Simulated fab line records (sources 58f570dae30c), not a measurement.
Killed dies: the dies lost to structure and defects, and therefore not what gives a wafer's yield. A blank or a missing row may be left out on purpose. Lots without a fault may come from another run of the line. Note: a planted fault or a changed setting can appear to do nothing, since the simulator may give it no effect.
Tool commonality check + flow berkeleyCmos170 + 42 wafers sampled across 14 lots

== WHY THIS WAS OPENED ==
Of 14 lots, 2 have the reading M1_AL_RS flagged at UCB170_M1_RS_MEAS_01. Wafers without a fault read 0.0487 ohm/sq, standard deviation 0.00058.
Rule: a lot is flagged in two cases, either no wafer of it has a number, or all its wafers with numbers fall more than 4 standard deviations from that mean. All remaining lots are regarded as sound.

| lot  | measured     | on           | M1_AL_RS (ohm/sq), wafer by wafer | flag    |
|------|--------------|--------------|-----------------------------------|---------|
| L699 | day 6 20:07  | filmMetro-02 | 0.0493 0.0488 0.0490              |         |
| L698 | day 6 20:18  | filmMetro-04 | 0.0492 0.0491 0.0480              |         |
| L701 | day 7 15:17  | filmMetro-01 | 0.0489 0.0494 0.0489              |         |
| L700 | day 7 15:34  | filmMetro-04 | 0.0482 0.0488 0.0492              |         |
| L703 | day 8 02:01  | filmMetro-02 | 0.0486 0.0481 0.0486              |         |
| L704 | day 8 13:28  | filmMetro-02 | 0.0487 0.0488 0.0488              |         |
| L705 | day 8 13:46  | filmMetro-02 | 0.0483 0.0486 0.0488              |         |
| L707 | day 9 03:35  | filmMetro-02 | 0.0480 0.0482 0.0482              |         |
| L706 | day 9 03:52  | filmMetro-04 | 0.0348 0.0348 0.0347              | FLAGGED |
| L710 | day 9 20:07  | filmMetro-01 | 0.0347 0.0346 0.0347              | FLAGGED |
| L715 | day 10 12:48 | filmMetro-02 | 0.0494 0.0496 0.0493              |         |
| L716 | day 11 03:45 | filmMetro-01 | 0.0491 0.0489 0.0495              |         |
| L718 | day 11 10:00 | filmMetro-01 | 0.0481 0.0490 0.0486              |         |
| L721 | day 11 16:17 | filmMetro-04 | 0.0486 0.0478 0.0483              |         |
The numbers of the flagged lots are 0.0347 ohm/sq on average: -0.0140 ohm/sq against the usual, or -24 standard deviations.

== LOT BY LOT: THE TOOL USED ==
The record keeps 1 process step preceding the reading, out of 331 steps on the route. Every cell lists first the tool, next ch and the chambers used by the sampled wafers, and last the start.
| lot  | flag    | UCB170_M1_SPUTTER_00        |
|------|---------|-----------------------------|
| L699 |         | pvdSputter-02, day 6 20:04  |
| L698 |         | pvdSputter-04, day 6 20:14  |
| L701 |         | pvdSputter-02, day 7 15:12  |
| L700 |         | pvdSputter-04, day 7 15:26  |
| L703 |         | pvdSputter-01, day 8 01:57  |
| L704 |         | pvdSputter-04, day 8 13:25  |
| L705 |         | pvdSputter-01, day 8 13:43  |
| L707 |         | pvdSputter-02, day 9 03:30  |
| L706 | FLAGGED | pvdSputter-01, day 9 03:47  |
| L710 | FLAGGED | pvdSputter-01, day 9 20:02  |
| L715 |         | pvdSputter-04, day 10 12:44 |
| L716 |         | pvdSputter-04, day 11 03:40 |
| L718 |         | pvdSputter-04, day 11 09:55 |
| L721 |         | pvdSputter-04, day 11 16:14 |
What the steps here do:
- UCB170_M1_SPUTTER_00: material Al, target thk 600 nm, time 80 s.
- UCB170_M1_RS_MEAS_01: measures by four-point-probe.

== FLAGGED OVER TOTAL, TOOL BY TOOL (the gauges that took the reading come last) ==
| step                 | tool          | lots run | flagged | share of the flagged lots | sound lots run after its first flagged lot |
|----------------------|---------------|----------|---------|---------------------------|--------------------------------------------|
| UCB170_M1_SPUTTER_00 | pvdSputter-01 | 4        | 2       | all                       | 0                                          |
| UCB170_M1_SPUTTER_00 | pvdSputter-02 | 3        | 0       | none                      | -                                          |
| UCB170_M1_SPUTTER_00 | pvdSputter-04 | 7        | 0       | none                      | -                                          |
| UCB170_M1_RS_MEAS_01 | filmMetro-01  | 4        | 1       | some                      | 2 (L716,L718)                              |
| UCB170_M1_RS_MEAS_01 | filmMetro-02  | 6        | 0       | none                      | -                                          |
| UCB170_M1_RS_MEAS_01 | filmMetro-04  | 4        | 1       | some                      | 1 (L721)                                   |

== WHAT THE TABLE PERMITS ==
In the table, 1 row covers all flagged lots: pvdSputter-01 at UCB170_M1_SPUTTER_00.
- pvdSputter-01 at UCB170_M1_SPUTTER_00: 2 of its 4 lots flagged. A fault beginning between L705 (day 8 13:43), its last sound lot, and L706 (day 9 03:47), its first flagged one, fits the data.
One tool is left: pvdSputter-01 at UCB170_M1_SPUTTER_00.

== WHAT HAD BEEN PUT IN BY THE SIMULATOR ==
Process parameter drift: pvdSputter-01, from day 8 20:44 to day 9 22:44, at UCB170_M1_SPUTTER_00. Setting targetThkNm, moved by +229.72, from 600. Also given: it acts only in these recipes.
Lots struck among those shown: L706, L710. Same finding as the rule above.
